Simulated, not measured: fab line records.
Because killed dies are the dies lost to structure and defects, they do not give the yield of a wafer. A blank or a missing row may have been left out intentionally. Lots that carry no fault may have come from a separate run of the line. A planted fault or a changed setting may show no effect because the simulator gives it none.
fab line records + flow rit_cmos
record
- lots=5
- wafers=23
route steps=202 shown M1@184
start_h: hours from the record's first day to the start of the lot's first wafer shown + wait_h: hours from the lot's prior step to this one + " same as the row above + L1.1+2: one row covering several wafers at once + - either no value or no given start + * or withheld: withheld + < > ~ a bound
route shown NAME@n: NAME is a module with steps in the file, n the number in the route of the first one + usual: the fault-free wafers' mean and standard deviation + same: alike in all rows + chamber/n: place in a boat + sites: per-site readings + _std_site: how widely they spread, as a standard deviation + _edge_site: mean of outer sites minus mean of inner sites + radius_mm: how far each site lies from the wafer's centre + mask NAME#n: copy n + behind: the tool/chamber that last shaped the wafer + hold: what put the lot on hold/how long, in hours/how the hold closed + device: whichever transistor did not switch (one of n, p or np) + end of line: the same wafers' tests at the end of the route + step lacking rows: just its recipe + killed: dies that structure and defects cost at the first sort, which is not the same as the wafer's yield + map: the dies of a wafer, with x for killed, . for not killed, _ for no die there
set.NAME: the setting that was run; set.NAME@STEP: the one run at that earlier step + model.NAME: the simulator's own value behind a step, which no gauge read
lots with deliberately changed settings; one table per step, one row per wafer
## steps
# step RIT_M1_SPUTTER_00
# recipe
- material=Al
- target_thk_nm=400
- power_w=2000
- chamber_pressure_pa=0.4
- gas=Ar
- time_s=500
- substrate_temp_c=25
| lot.wafer | tool           | chamber | start_h | wait_h | set.time_s | model.Al_of_M1_SPUTTER_00.thk_nm |
|-----------|----------------|---------|---------|--------|------------|----------------------------------|
| L075.1    | pvd_sputter-01 | -       | 64.24   | 0.0    | 551        | 441.7                            |
| L075.2    | "              | -       | "       | "      | 500        | 403.6                            |
| L075.3    | "              | -       | "       | "      | 500        | 398.1                            |
| L075.4    | "              | -       | "       | "      | 551        | 448.5                            |
| L075.6    | "              | -       | "       | "      | 551        | 442.4                            |
| L074.2    | pvd_sputter-04 | -       | 64.30   | 0.0    | 500        | 400.8                            |
| L074.3    | "              | -       | "       | "      | 500        | 413.3                            |
| L074.4    | "              | -       | "       | "      | 500        | 395.3                            |
| L074.5    | "              | -       | "       | "      | 500        | 391.4                            |
| L074.6    | "              | -       | "       | "      | 500        | 412.9                            |
| L076.3    | pvd_sputter-02 | -       | 73.06   | 0.0    | 500        | 394.6                            |
| L076.4    | "              | -       | "       | "      | 500        | 401                              |
| L076.5    | "              | -       | "       | "      | 500        | 396                              |
| L080.1    | pvd_sputter-01 | -       | 88.95   | 0.0    | 437.7      | 341.3                            |
| L080.2    | "              | -       | "       | "      | 500        | 395.4                            |
| L080.4    | "              | -       | "       | "      | 437.7      | 351.2                            |
| L080.5    | "              | -       | "       | "      | 500        | 389.5                            |
| L080.6    | "              | -       | "       | "      | 500        | 398.2                            |
| L084.2    | pvd_sputter-02 | -       | 105.22  | 0.0    | 560        | 449                              |
| L084.3    | "              | -       | "       | "      | 560        | 447.5                            |
| L084.4    | "              | -       | "       | "      | 500        | 398.2                            |
| L084.5    | "              | -       | "       | "      | 500        | 401.7                            |
| L084.6    | "              | -       | "       | "      | 560        | 443.8                            |
# step RIT_M1_RS_MEAS_01
# recipe
- thk_meas_gauge=four-point-probe
- reads=Al_of_M1_SPUTTER_00
# usual
- M1_AL_RS=0.0735/0.0013
| lot.wafer | tool          | chamber | start_h | wait_h | set.time_s@M1_SPUTTER_00 | M1_AL_RS[ohm/sq] |
|-----------|---------------|---------|---------|--------|--------------------------|------------------|
| L075.1    | film_metro-04 | -       | 64.54   | 0.1    | 551                      | 0.0662           |
| L075.2    | "             | -       | "       | "      | 500                      | 0.0726           |
| L075.3    | "             | -       | "       | "      | 500                      | 0.0735           |
| L075.4    | "             | -       | "       | "      | 551                      | 0.0652           |
| L075.6    | "             | -       | "       | "      | 551                      | 0.0661           |
| L074.2    | film_metro-02 | -       | 64.61   | 0.2    | 500                      | 0.0731           |
| L074.3    | "             | -       | "       | "      | 500                      | 0.0709           |
| L074.4    | "             | -       | "       | "      | 500                      | 0.0743           |
| L074.5    | "             | -       | "       | "      | 500                      | 0.0749           |
| L074.6    | "             | -       | "       | "      | 500                      | 0.0711           |
| L076.3    | film_metro-02 | -       | 73.39   | 0.2    | 500                      | 0.0744           |
| L076.4    | "             | -       | "       | "      | 500                      | 0.0733           |
| L076.5    | "             | -       | "       | "      | 500                      | 0.0741           |
| L080.1    | film_metro-01 | -       | 89.24   | 0.1    | 437.7                    | 0.0861           |
| L080.2    | "             | -       | "       | "      | 500                      | 0.0740           |
| L080.4    | "             | -       | "       | "      | 437.7                    | 0.0834           |
| L080.5    | "             | -       | "       | "      | 500                      | 0.0753           |
| L080.6    | "             | -       | "       | "      | 500                      | 0.0735           |
| L084.2    | film_metro-04 | -       | 105.53  | 0.2    | 560                      | 0.0651           |
| L084.3    | "             | -       | "       | "      | 560                      | 0.0653           |
| L084.4    | "             | -       | "       | "      | 500                      | 0.0737           |
| L084.5    | "             | -       | "       | "      | 500                      | 0.0732           |
| L084.6    | "             | -       | "       | "      | 560                      | 0.0659           |
# step RIT_M1_THK_MEAS_02
# recipe
- thk_meas_gauge=xrf
- reads=Al_of_M1_SPUTTER_00
# usual
- M1_AL_THK=395/7.3
| lot.wafer | tool          | chamber | start_h | wait_h | set.time_s@M1_SPUTTER_00 | M1_AL_THK[nm] |
|-----------|---------------|---------|---------|--------|--------------------------|---------------|
| L075.1    | film_metro-04 | -       | 64.66   | 0.1    | 551                      | 436           |
| L075.2    | "             | -       | "       | "      | 500                      | 400           |
| L075.3    | "             | -       | "       | "      | 500                      | 393           |
| L075.4    | "             | -       | "       | "      | 551                      | 442           |
| L075.6    | "             | -       | "       | "      | 551                      | 434           |
| L074.2    | film_metro-02 | -       | 64.72   | 0.1    | 500                      | 401           |
| L074.3    | "             | -       | "       | "      | 500                      | 413           |
| L074.4    | "             | -       | "       | "      | 500                      | 393           |
| L074.5    | "             | -       | "       | "      | 500                      | 390           |
| L074.6    | "             | -       | "       | "      | 500                      | 413           |
| L076.3    | film_metro-02 | -       | 73.49   | 0.1    | 500                      | 393           |
| L076.4    | "             | -       | "       | "      | 500                      | 400           |
| L076.5    | "             | -       | "       | "      | 500                      | 395           |
| L080.1    | film_metro-01 | -       | 89.36   | 0.1    | 437.7                    | 338           |
| L080.2    | "             | -       | "       | "      | 500                      | 394           |
| L080.4    | "             | -       | "       | "      | 437.7                    | 348           |
| L080.5    | "             | -       | "       | "      | 500                      | 386           |
| L080.6    | "             | -       | "       | "      | 500                      | 394           |
| L084.2    | film_metro-04 | -       | 105.64  | 0.1    | 560                      | 447           |
| L084.3    | "             | -       | "       | "      | 560                      | 445           |
| L084.4    | "             | -       | "       | "      | 500                      | 395           |
| L084.5    | "             | -       | "       | "      | 500                      | 400           |
| L084.6    | "             | -       | "       | "      | 560                      | 443           |
# step RIT_M1_COAT_04
# recipe
- resist=NOVOLAK
- spin_rpm=2000
- resist_thk_nm=1300
| lot.wafer | tool           | chamber | start_h | wait_h | set.resist_thk_nm | model.NOVOLAK_of_M1_COAT_04.thk_nm |
|-----------|----------------|---------|---------|--------|-------------------|------------------------------------|
| L075.1+6  | litho_track-01 | 0       | 64.87   | 0.1    | 1300              | -                                  |
| L075.2+3  | "              | 0       | "       | "      | 1243              | 1247                               |
| L075.4    | "              | 0       | "       | "      | 1243              | -                                  |
| L074.2    | litho_track-02 | 0       | 65.14   | 0.1    | 1300              | 1306                               |
| L074.3    | "              | 0       | "       | "      | 1300              | 1307                               |
| L074.4    | "              | 0       | "       | "      | 1300              | 1308                               |
| L074.5    | "              | 0       | "       | "      | 1300              | 1305                               |
| L074.6    | "              | 0       | "       | "      | 1300              | 1312                               |
| L076.3    | litho_track-03 | 0       | 73.73   | 0.1    | 1300              | 1298                               |
| L076.4    | "              | 0       | "       | "      | 1300              | 1301                               |
| L076.5    | "              | 0       | "       | "      | 1300              | 1300                               |
| L080.1    | litho_track-01 | 0       | 89.57   | 0.1    | 1260              | -                                  |
| L080.2    | "              | 0       | "       | "      | 1260              | 1270                               |
| L080.4    | "              | 0       | "       | "      | 1300              | -                                  |
| L080.5    | "              | 0       | "       | "      | 1300              | 1311                               |
| L080.6    | "              | 0       | "       | "      | 1300              | 1306                               |
| L084.2+3  | litho_track-01 | 0       | 105.87  | 0.1    | 1300              | -                                  |
| L084.4    | "              | 0       | "       | "      | 1300              | 1308                               |
| L084.5    | "              | 0       | "       | "      | 1357              | 1368                               |
| L084.6    | "              | 0       | "       | "      | 1357              | -                                  |
# step RIT_M1_SOFTBAKE_05
# recipe
- resist=NOVOLAK
- temp_c=90
- time_s=60
# step RIT_M1_EXPOSE_06
# recipe
- mask_id=M12
- na=0.6
- source_shape=conventional
- sigma_outer=0.5
- target_cd_nm=2600
- dose_mj=250
# step RIT_M1_PEB_07
# recipe
- resist=NOVOLAK
- temp_c=withheld
- time_s=withheld
# step RIT_M1_DEVELOP_08
# recipe
- resist=NOVOLAK
- develop_time_s=68
- dev_temp_c=23
# step RIT_M1_CD_MEAS_09
# recipe
- target_cd_nm=2600
# usual
- cd_nm=2600.7/2.1
| lot.wafer | tool      | chamber | start_h | wait_h | set.resist_thk_nm@M1_COAT_04 | cd_nm  |
|-----------|-----------|---------|---------|--------|------------------------------|--------|
| L075.1    | cd_sem-01 | -       | 65.60   | -      | 1300                         | 2599.2 |
| L075.2    | "         | -       | "       | "      | 1243                         | 2592.5 |
| L075.3    | "         | -       | "       | "      | 1243                         | 2596.0 |
| L075.4    | "         | -       | "       | "      | 1243                         | 2593.6 |
| L075.6    | "         | -       | "       | "      | 1300                         | 2599.1 |
| L074.2    | cd_sem-01 | -       | 65.88   | -      | 1300                         | 2602.9 |
| L074.3    | "         | -       | "       | "      | 1300                         | 2601.5 |
| L074.4    | "         | -       | "       | "      | 1300                         | 2604.3 |
| L074.5    | "         | -       | "       | "      | 1300                         | 2604.6 |
| L074.6    | "         | -       | "       | "      | 1300                         | 2604.6 |
| L076.3    | cd_sem-01 | -       | 74.58   | -      | 1300                         | 2599.7 |
| L076.4    | "         | -       | "       | "      | 1300                         | 2599.7 |
| L076.5    | "         | -       | "       | "      | 1300                         | 2600.2 |
| L080.1    | cd_sem-02 | -       | 90.30   | -      | 1260                         | 2593.9 |
| L080.2    | "         | -       | "       | "      | 1260                         | 2597.2 |
| L080.4    | "         | -       | "       | "      | 1300                         | 2599.9 |
| L080.5    | "         | -       | "       | "      | 1300                         | 2599.7 |
| L080.6    | "         | -       | "       | "      | 1300                         | 2599.6 |
| L084.2    | cd_sem-01 | -       | 106.72  | -      | 1300                         | 2604.1 |
| L084.3    | "         | -       | "       | "      | 1300                         | 2604.7 |
| L084.4    | "         | -       | "       | "      | 1300                         | 2601.8 |
| L084.5    | "         | -       | "       | "      | 1357                         | 2608.1 |
| L084.6    | "         | -       | "       | "      | 1357                         | 2607.3 |
# step RIT_M1_HARDBAKE_11
# recipe
- resist=NOVOLAK
- temp_c=140
- time_s=120
| lot.wafer | tool           | chamber | start_h | wait_h | set.resist_thk_nm@M1_COAT_04 | model.NOVOLAK_of_M1_COAT_04.thk_nm |
|-----------|----------------|---------|---------|--------|------------------------------|------------------------------------|
| L075.1+6  | litho_track-01 | 0       | 65.75   | 0.0    | 1300                         | -                                  |
| L075.2    | "              | 0       | "       | "      | 1243                         | 1092                               |
| L075.3    | "              | 0       | "       | "      | 1243                         | 1091                               |
| L075.4    | "              | 0       | "       | "      | 1243                         | -                                  |
| L074.2    | litho_track-01 | 0       | 66.05   | 0.1    | 1300                         | 1142                               |
| L074.3    | "              | 0       | "       | "      | 1300                         | 1143                               |
| L074.4    | "              | 0       | "       | "      | 1300                         | 1144                               |
| L074.5    | "              | 0       | "       | "      | 1300                         | 1141                               |
| L074.6    | "              | 0       | "       | "      | 1300                         | 1148                               |
| L076.3    | litho_track-03 | 0       | 74.77   | 0.1    | 1300                         | 1135                               |
| L076.4    | "              | 0       | "       | "      | 1300                         | 1138                               |
| L076.5    | "              | 0       | "       | "      | 1300                         | 1137                               |
| L080.1    | litho_track-03 | 0       | 90.46   | 0.0    | 1260                         | -                                  |
| L080.2    | "              | 0       | "       | "      | 1260                         | 1111                               |
| L080.4    | "              | 0       | "       | "      | 1300                         | -                                  |
| L080.5    | "              | 0       | "       | "      | 1300                         | 1146                               |
| L080.6    | "              | 0       | "       | "      | 1300                         | 1142                               |
| L084.2+3  | litho_track-02 | 0       | 106.89  | 0.1    | 1300                         | -                                  |
| L084.4    | "              | 0       | "       | "      | 1300                         | 1144                               |
| L084.5    | "              | 0       | "       | "      | 1357                         | 1196                               |
| L084.6    | "              | 0       | "       | "      | 1357                         | -                                  |
# step RIT_M1_METAL_ETCH_12
# recipe
- stop_on=SiO2
- chemistry=Cl2/BCl3
- target=Al
- time_s=165
- over_etch_frac=0.5
- pressure_mtorr=100
- target_depth_a=6000
- rf_w=250
- Cl2_flow_sccm=60
- bcl3_flow_sccm=50
# usual
- oes_product_au=0.778/0.014
| lot.wafer | tool         | chamber | start_h | wait_h | set.time_s@M1_SPUTTER_00 | set.resist_thk_nm@M1_COAT_04 | oes_product_au | model.NOVOLAK_of_M1_COAT_04.thk_nm |
|-----------|--------------|---------|---------|--------|--------------------------|------------------------------|----------------|------------------------------------|
| L075.1    | rie_metal-01 | 1       | 66.00   | 0.2    | 551                      | 1300                         | 0.833          | -                                  |
| L075.2    | "            | 0       | "       | "      | 500                      | 1243                         | 0.796          | 761.9                              |
| L075.3    | "            | 0       | "       | "      | 500                      | 1243                         | 0.795          | 761.2                              |
| L075.4    | "            | 1       | "       | "      | 551                      | 1243                         | 0.844          | -                                  |
| L075.6    | "            | 0       | "       | "      | 551                      | 1300                         | 0.850          | -                                  |
| L074.2    | rie_metal-04 | 1       | 66.26   | 0.2    | 500                      | 1300                         | 0.782          | 806.4                              |
| L074.3    | "            | 1       | "       | "      | 500                      | 1300                         | 0.793          | 807.2                              |
| L074.4    | "            | 0       | "       | "      | 500                      | 1300                         | 0.774          | 833.5                              |
| L074.5    | "            | 0       | "       | "      | 500                      | 1300                         | 0.768          | 830.6                              |
| L074.6    | "            | 1       | "       | "      | 500                      | 1300                         | 0.788          | 812.7                              |
| L076.3    | rie_metal-02 | 1       | 75.00   | 0.2    | 500                      | 1300                         | 0.762          | 788.3                              |
| L076.4    | "            | 0       | "       | "      | 500                      | 1300                         | 0.773          | 799.2                              |
| L076.5    | "            | 0       | "       | "      | 500                      | 1300                         | 0.761          | 796.8                              |
| L080.1    | rie_metal-01 | 0       | 90.71   | 0.2    | 437.7                    | 1260                         | 0.728          | -                                  |
| L080.2    | "            | 1       | "       | "      | 500                      | 1260                         | 0.786          | 768.5                              |
| L080.4    | "            | 1       | "       | "      | 437.7                    | 1300                         | 0.736          | -                                  |
| L080.5    | "            | 0       | "       | "      | 500                      | 1300                         | 0.780          | 813.7                              |
| L080.6    | "            | 1       | "       | "      | 500                      | 1300                         | 0.791          | 798.9                              |
| L084.2    | rie_metal-04 | 1       | 107.10  | 0.2    | 560                      | 1300                         | 0.838          | -                                  |
| L084.3    | "            | 1       | "       | "      | 560                      | 1300                         | 0.830          | -                                  |
| L084.4    | "            | 0       | "       | "      | 500                      | 1300                         | 0.785          | 830.6                              |
| L084.5    | "            | 0       | "       | "      | 500                      | 1357                         | 0.781          | 884.5                              |
| L084.6    | "            | 1       | "       | "      | 560                      | 1357                         | 0.827          | -                                  |
## key
split
- step=RIT_M1_SPUTTER_00
- setting=time_s
- stated=500
- by=wafer
response
- step=RIT_M1_SPUTTER_00
- reading=model.Al_of_M1_SPUTTER_00.thk_nm
- change=+3.98
- per=1%
- r=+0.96
response
- step=RIT_M1_RS_MEAS_01
- reading=M1_AL_RS
- change=-0.000745
- per=1%
- r=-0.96
response
- step=RIT_M1_THK_MEAS_02
- reading=M1_AL_THK
- change=+3.94
- per=1%
- r=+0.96
response
- step=RIT_M1_METAL_ETCH_12
- reading=oes_product_au
- change=+0.00428
- per=1%
- r=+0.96
split
- step=RIT_M1_COAT_04
- setting=resist_thk_nm
- stated=1300
- by=wafer
response
- step=RIT_M1_COAT_04
- reading=model.NOVOLAK_of_M1_COAT_04.thk_nm
- change=+13.3
- per=1%
- r=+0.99
response
- step=RIT_M1_CD_MEAS_09
- reading=cd_nm
- change=+1.11
- per=1%
- r=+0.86
response
- step=RIT_M1_HARDBAKE_11
- reading=model.NOVOLAK_of_M1_COAT_04.thk_nm
- change=+11.4
- per=1%
- r=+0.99
response
- step=RIT_M1_METAL_ETCH_12
- reading=model.NOVOLAK_of_M1_COAT_04.thk_nm
- change=+12.3
- per=1%
- r=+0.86
